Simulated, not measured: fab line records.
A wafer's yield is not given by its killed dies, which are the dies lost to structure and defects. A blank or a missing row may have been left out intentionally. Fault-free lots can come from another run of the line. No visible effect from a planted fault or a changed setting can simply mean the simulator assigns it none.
Which tool is to blame?	flow berkeley cmos170	route of 331 steps, sampled at 1 step: 6 lots, 18 wafers

## WHAT THE GAUGES READ, wafer by wafer
UCB170_NSD_CD_MEAS_06: target cd 1200 nm.
lot	measured	on	cd nm (nm)
L820	day 6 10:20	cd sem-01	1199.8 1201.1 1200.1
L823	day 7 09:58	cd sem-01	1202.3 1202.8 1201.6
L828	day 8 14:20	cd sem-01	1205.2 1204.8 1203.4
L837	day 9 15:34	cd sem-01	1200.2 1199.0 1199.3
L840	day 10 13:49	cd sem-02	1202.5 1202.3 1201.8
L842	day 11 06:08	cd sem-01	1201.3 1200.1 1200.1

## EACH LOT AND THE TOOL THAT RAN IT (in order: tool; ch and the chambers of the sampled wafers; start)
No process step before these readings appears in the record.

## THE ANSWER, worked out from the rows above alone
Rule: usual is defined by the lots themselves. The widest of any qualifying gaps counts: lots, ordered by their means at a reading, are off when they make up no more than a third of the lots, leave a main group of 4 or more, and stand apart from it by 3 or more times the standard deviation of that group's means. If all means in a main group match to the digits the tables above print for the reading, that group is not used. Also off: a lot with no number at a reading for which 4 or more lots have one. All remaining lots with rows at the step are treated as sound.
No lot is off at any reading shown: from this, nothing can be told.

## WHAT THE SIMULATOR HAD INSERTED
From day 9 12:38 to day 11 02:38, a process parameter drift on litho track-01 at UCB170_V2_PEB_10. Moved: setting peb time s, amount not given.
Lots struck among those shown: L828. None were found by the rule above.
